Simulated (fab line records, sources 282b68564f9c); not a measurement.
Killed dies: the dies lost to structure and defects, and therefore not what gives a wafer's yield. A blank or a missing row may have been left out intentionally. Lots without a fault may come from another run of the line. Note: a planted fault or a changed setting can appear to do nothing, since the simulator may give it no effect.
Split-lot study + flow rit cmos + route with 202 steps; 5 lots, 16 wafers read

THE SPLIT ITSELF
At RIT_M1_METAL_ETCH_12 (etches Al in Cl2/BCl3, stops on SiO2, time 165 s, target depth 600 nm), the setting over etch frac was moved away from the recipe's 0.5 on 5 of the 16 wafers read, by -24.5% to +18.1%. This setting was run at the recipe's value on the other wafers.

Reading taken at the split's own step.

THE READING
NOVOLAK_of_M1_COAT_04.thk nm (the simulator's own value, which no gauge read), in nm, at RIT_M1_METAL_ETCH_12 (etches Al in Cl2/BCl3, stops on SiO2, time 165 s, target depth 600 nm). No usual value for it is given in the file. Across the 11 wafers here that went through the recipe, the average is 810.7 nm and the standard deviation 4.8 nm.

| wafer  | tool, chamber at the split | over etch frac as run | against the recipe | NOVOLAK_of_M1_COAT_04.thk nm, nm | against lot-mates on the recipe |
|--------|----------------------------|-----------------------|--------------------|----------------------------------|---------------------------------|
| L074.1 | rie metal-01, 1            | 0.5                   | recipe             | 815.9                            | -                               |
| L074.4 | rie metal-01, 0            | 0.5                   | recipe             | 804                              | -                               |
| L074.5 | rie metal-01, 0            | 0.5                   | recipe             | 803.5                            | -                               |
| L075.1 | rie metal-04, 1            | 0.5                   | recipe             | 806                              | -                               |
| L075.3 | rie metal-04, 1            | 0.3776                | -24.5%             | 831.7                            | +25.7                           |
| L075.6 | rie metal-04, 0            | 0.3776                | -24.5%             | 829.6                            | +23.6                           |
| L077.1 | rie metal-01, 0            | 0.5                   | recipe             | 805.6                            | -                               |
| L077.2 | rie metal-01, 1            | 0.5                   | recipe             | 816.2                            | -                               |
| L077.4 | rie metal-01, 0            | 0.3815                | -23.7%             | 829.4                            | +17.6                           |
| L077.5 | rie metal-01, 0            | 0.3815                | -23.7%             | 829.6                            | +17.8                           |
| L077.6 | rie metal-01, 1            | 0.5                   | recipe             | 813.6                            | -                               |
| L079.4 | rie metal-03, 1            | 0.5                   | recipe             | 814.6                            | -                               |
| L079.5 | rie metal-03, 1            | 0.5                   | recipe             | 814.7                            | -                               |
| L079.6 | rie metal-03, 0            | 0.5                   | recipe             | 813.7                            | -                               |
| L084.5 | rie metal-04, 1            | 0.5                   | recipe             | 810.2                            | -                               |
| L084.6 | rie metal-04, 0            | 0.5904                | +18.1%             | 789.2                            | -21.0                           |

THE FIT
A straight line over all 16 wafers: NOVOLAK_of_M1_COAT_04.thk nm changes by -0.874 nm for each +1% of over etch frac; r = -0.93; the points scatter about the line by 4.5 nm.
The same after taking each lot's own level away (the mean of its wafers on the recipe; 16 wafers): -0.933 nm for each +1%; r = -0.95; scatter 4 nm.
The reading moves by 23 nm for the largest change in over etch frac, on that fit.
The span of the lots' own levels, 806.00 to 814.33 nm, comes to 1.7 times the standard deviation stated above.
The two slopes are in agreement: the lot-to-lot level therefore moves the slope only a little.
Check: for one of the wafers moved furthest among these (-24.5%), held out of the fit, the line's prediction against its lot-mates is +21.2 nm. It came out at +25.7 nm against them.

FILE'S OWN FIT
NOVOLAK_of_M1_COAT_04.thk nm changes by -0.886 nm for each +1% of over etch frac, r = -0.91.
